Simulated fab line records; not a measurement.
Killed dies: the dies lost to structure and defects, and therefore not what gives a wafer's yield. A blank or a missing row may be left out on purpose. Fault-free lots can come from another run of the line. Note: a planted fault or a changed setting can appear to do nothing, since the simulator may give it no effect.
Split-lot trial -- flow berkeley cmos170 -- 5 lots, 23 wafers read, on a route of 331 steps

## THE SPLIT ITSELF
At UCB170_CONTACT_PEB_13, the setting peb temp c was moved away from the recipe's 130 C on 11 of the 23 wafers read, by -2.0% to +2.2%. All remaining wafers had this setting at the recipe value.

## FROM THE SPLIT TO THE READING: what the file shows between them, 5 steps
- UCB170_CONTACT_DEVELOP_14: develop time 45 s
- UCB170_CONTACT_CD_MEAS_15: target cd 700 nm
- UCB170_CONTACT_ETCH_17: etches BARC in N2/H2
- UCB170_CONTACT_ETCH_18: etches PSG in CHF3/CF4/Ar, stops on TiSi2, target depth 840 nm, time 195 s
- UCB170_CONTACT_STRIP_19: strips in O2

## THE READING
At UCB170_CONTACT_CD_MEAS_90: cd nm in nanometres, against a target cd of 700 nm. A value of 699.6 nm with a standard deviation of 1.8 nm is what fault-free wafers of this fab line usually give.

wafer,"tool, chamber at the split","peb temp c as run, C",against the recipe,"cd nm, nm",against lot-mates on the recipe
L074.1,"litho track-02, 0",130,recipe,701.4,-
L074.3,"litho track-02, 0",127.4,-2.0%,680.5,-19.5
L074.4,"litho track-02, 0",130,recipe,698.6,-
L074.5,"litho track-02, 0",127.4,-2.0%,680.5,-19.5
L074.6,"litho track-02, 0",127.4,-2.0%,676.9,-23.1
L077.3,"litho track-02, 0",130,recipe,700.6,-
L077.5,"litho track-02, 0",130,recipe,703.8,-
L077.6,"litho track-02, 0",130,recipe,700.2,-
L079.1,"litho track-01, 0",132.2,+1.7%,711.5,+12.1
L079.2,"litho track-01, 0",132.2,+1.7%,709.0,+9.6
L079.4,"litho track-01, 0",130,recipe,700.0,-
L079.5,"litho track-01, 0",132.2,+1.7%,711.0,+11.6
L079.6,"litho track-01, 0",130,recipe,698.8,-
L082.2,"litho track-02, 0",127.8,-1.7%,683.0,-14.5
L082.3,"litho track-02, 0",127.8,-1.7%,685.4,-12.1
L082.4,"litho track-02, 0",130,recipe,696.8,-
L082.5,"litho track-02, 0",127.8,-1.7%,682.8,-14.7
L082.6,"litho track-02, 0",130,recipe,698.2,-
L083.1,"litho track-04, 0",130,recipe,700.3,-
L083.2,"litho track-04, 0",132.9,+2.2%,720.6,+19.6
L083.3,"litho track-04, 0",130,recipe,702.9,-
L083.4,"litho track-04, 0",130,recipe,699.8,-
L083.5,"litho track-04, 0",132.9,+2.2%,719.8,+18.8

FIT RESULTS
A straight line over all 23 wafers: cd nm changes by +8.91 nm for each +1% of peb temp c; r = +0.98; the points scatter about the line by 2.5 nm.
The same after taking each lot's own level away (the mean of its wafers on the recipe; 23 wafers): +8.56 nm for each +1%; r = +0.98; scatter 2.1 nm.
According to that fit, moving peb temp c by its largest amount changes the reading by 19 nm.
The span of the lots' own levels, 697.50 to 701.53 nm, comes to 2.2 times the standard deviation stated above.
Consequently the slope shifts little with the lot-to-lot level, the two slopes agreeing.
Check: for one of the wafers moved furthest among these (+2.2%), held out of the fit, the line's prediction against its lot-mates is +18 nm. Against them it came out at +19.6 nm.

## THESE WAFERS: OTHER SPLITS
These wafers also went through other splits before the reading. Each is held against what the fit with the lots' levels taken away leaves over:
other split on the same wafers,wafers away from the commonest value,r with cd nm (lot level and that fit taken away)
UCB170_NLDD_EXPOSE_03 dose mj,8,+0.19
UCB170_PSD_COAT_01 resist thk nm,7,+0.10
UCB170_PSD_EXPOSE_03 dose mj,8,+0.11
UCB170_SILICIDE_SPUTTER_01 time s,10,+0.22
UCB170_CONTACT_COAT_10 resist thk nm,8,-0.42

## THE WHOLE CHAIN: every reading that the file lists as answering this split, in the file's order
step,what it does,reading,change (the file's fit),r (the file's)
UCB170_CONTACT_CD_MEAS_15,target cd 700 nm,cd nm,+8.44 nm for each +1% of the setting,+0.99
UCB170_CONTACT_ETCH_17,etches BARC in N2/H2,"CONTACT.cd nm (the simulator's own value, which no gauge read)",+8.47 nm for each +1% of the setting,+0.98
UCB170_CONTACT_CD_MEAS_90,target cd 700 nm,cd nm,+8.59 nm for each +1% of the setting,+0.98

## FILE'S OWN FIT
cd nm changes by +8.59 nm for each +1% of peb temp c, r = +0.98.
